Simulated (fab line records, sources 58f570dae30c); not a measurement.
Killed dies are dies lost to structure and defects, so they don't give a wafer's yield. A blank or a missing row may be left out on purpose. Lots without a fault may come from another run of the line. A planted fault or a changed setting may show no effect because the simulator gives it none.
Which tool did it? | flow berkeley_cmos170 | 15 lots, 45 wafers sampled, at 3 steps of a route of 331

WHAT THE GAUGES READ, wafer by wafer
UCB170_M1_OVL_MEAS_10.
lot  | measured     | on         | M1_OVL (nm)
L137 | day 8 02:38  | overlay-01 | 0 -4 9
L134 | day 8 04:08  | overlay-02 | 3 -5 5
L133 | day 8 04:32  | overlay-01 | 1 -5 4
L136 | day 8 11:41  | overlay-02 | 5 0 3
L135 | day 8 11:58  | overlay-02 | -3 -4 -13
L150 | day 11 13:20 | overlay-02 | 0 -5 -1
L151 | day 11 14:02 | overlay-02 | 6 -4 6
L152 | day 11 15:11 | overlay-01 | -10 -5 -11
L153 | day 12 02:41 | overlay-02 | 0 0 0
L154 | day 12 03:14 | overlay-02 | 6 4 8
L156 | day 12 14:50 | overlay-02 | 10 5 5
L155 | day 12 16:08 | overlay-02 | -2 3 1

WHICH TOOL RAN EACH LOT (tool, then ch and the chambers of the sampled wafers, then the start)
lot  | UCB170_CONTACT_EXPOSE_12          | UCB170_CONTACT_ETCH_17
L137 | krf_scanner-02 ch 0, day 7 23:08  | rie_diel-04 ch 2,3, day 7 23:51
L134 | krf_scanner-02 ch 0, day 8 01:28  | rie_diel-02 ch 1,2,3, day 8 01:59
L133 | krf_scanner-01 ch 0, day 8 01:42  | rie_diel-01 ch 0,2,3, day 8 02:16
L136 | krf_scanner-02 ch 0, day 8 01:55  | rie_diel-04 ch 0,2,3, day 8 02:32
L135 | krf_scanner-01 ch 0, day 8 02:14  | rie_diel-02 ch 0,1,3, day 8 02:53
L141 | krf_scanner-01, day 9 10:04       | rie_diel-01 ch 1,2,3, day 9 10:37
L140 | krf_scanner-02, day 9 11:22       | rie_diel-04 ch 2,3, day 9 11:54
L142 | krf_scanner-01, day 9 12:49       | rie_diel-02 ch 0,2,3, day 9 13:21
L150 | krf_scanner-02 ch 0, day 11 10:54 | rie_diel-01 ch 0,1, day 11 11:25
L151 | krf_scanner-01 ch 0, day 11 11:29 | rie_diel-02 ch 0,1, day 11 12:08
L152 | krf_scanner-01 ch 0, day 11 12:31 | rie_diel-02 ch 0,1,3, day 11 13:04
L153 | krf_scanner-02 ch 0, day 11 23:12 | rie_diel-02 ch 0,2,3, day 11 23:44
L154 | krf_scanner-01 ch 0, day 11 23:25 | rie_diel-01 ch 1,2, day 12 00:32
L156 | krf_scanner-01 ch 0, day 12 12:07 | rie_diel-04 ch 0,2,3, day 12 12:40
L155 | krf_scanner-01 ch 0, day 12 12:55 | rie_diel-01 ch 1,2,3, day 12 13:26
- UCB170_CONTACT_EXPOSE_12: exposes mask CONT, target cd 700 nm.
- UCB170_CONTACT_ETCH_17: etches BARC in N2/H2.

WHAT THE TOOLS THEMSELVES READ (means of the sampled wafers that have a number; where no wafer has one, the mark that the record gives instead)
UCB170_CONTACT_EXPOSE_12.
lot  | tool           | exposure_dose_mJ_cm2 | focus_offset_nm (nm)
L137 | krf_scanner-02 | 35.00                | -1.0
L134 | krf_scanner-02 | 34.97                | -0.1
L133 | krf_scanner-01 | 34.97                | -0.1
L136 | krf_scanner-02 | 34.96                | -0.0
L135 | krf_scanner-01 | 35.02                | -0.2
L141 | krf_scanner-01 | -                    | -
L140 | krf_scanner-02 | -                    | -
L142 | krf_scanner-01 | -                    | -
L150 | krf_scanner-02 | 34.99                | 0.4
L151 | krf_scanner-01 | 35.01                | -0.3
L152 | krf_scanner-01 | 34.98                | 0.1
L153 | krf_scanner-02 | 34.99                | -0.1
L154 | krf_scanner-01 | 34.94                | -0.4
L156 | krf_scanner-01 | 34.97                | 0.0
L155 | krf_scanner-01 | 35.00                | 0.3

UCB170_CONTACT_ETCH_17.
lot  | tool        | drypump_motor_current_A (A) | oes_product_au (a.u.) | throttle_valve_pct (%)
L137 | rie_diel-04 | 5.5                         | 1.007                 | 13.13
L134 | rie_diel-02 | 5.9                         | 1.002                 | 13.22
L133 | rie_diel-01 | 5.7                         | 1.010                 | 13.45
L136 | rie_diel-04 | 5.9                         | 1.005                 | 13.22
L135 | rie_diel-02 | 5.5                         | 0.995                 | 13.28
L141 | rie_diel-01 | 5.6                         | 1.007                 | 13.33
L140 | rie_diel-04 | 5.4                         | 1.001                 | 13.13
L142 | rie_diel-02 | 5.6                         | 0.998                 | 13.24
L150 | rie_diel-01 | 5.2                         | 1.002                 | 13.24
L151 | rie_diel-02 | 5.2                         | 0.989                 | 13.33
L152 | rie_diel-02 | 5.5                         | 0.998                 | 13.28
L153 | rie_diel-02 | 5.6                         | 0.994                 | 13.24
L154 | rie_diel-01 | 5.4                         | 1.016                 | 13.35
L156 | rie_diel-04 | 5.8                         | 0.999                 | 13.22
L155 | rie_diel-01 | 5.6                         | 1.004                 | 13.33

THE ANSWER, worked out from the rows above alone
Rule: what is usual is taken from the lots themselves. Put in order of their means at a reading, lots are off if they are a third of the lots or fewer, leave a main group of 4 or more, and stand apart from it by a gap of 3 or more times the standard deviation of the main group's means; of several such gaps the widest counts. A main group whose means are all the same, to the digits that the tables above print for the reading, isn't used. A lot without any number at a reading at which 4 lots or more have one is off too. The other lots that the step has rows for count as sound. The gauges are gone through in route order, then the tools' own readings, and for those a lot's mean is taken as printed above. The first step at which some lot is off is used, and at that step the reading that is off furthest; a lot without a number counts as furthest.
Off: L141, L140, L142, at UCB170_CONTACT_EXPOSE_12 (exposure_dose_mJ_cm2). Without a number there: L141, L140, L142. The main group: mean 34.98, standard deviation 0.022.
A tool fits if, at that step or a process step before it, it ran every lot that is off, and no sound lot after the first of them. None of those tried fits.

WHAT THE SIMULATOR HAD PUT IN
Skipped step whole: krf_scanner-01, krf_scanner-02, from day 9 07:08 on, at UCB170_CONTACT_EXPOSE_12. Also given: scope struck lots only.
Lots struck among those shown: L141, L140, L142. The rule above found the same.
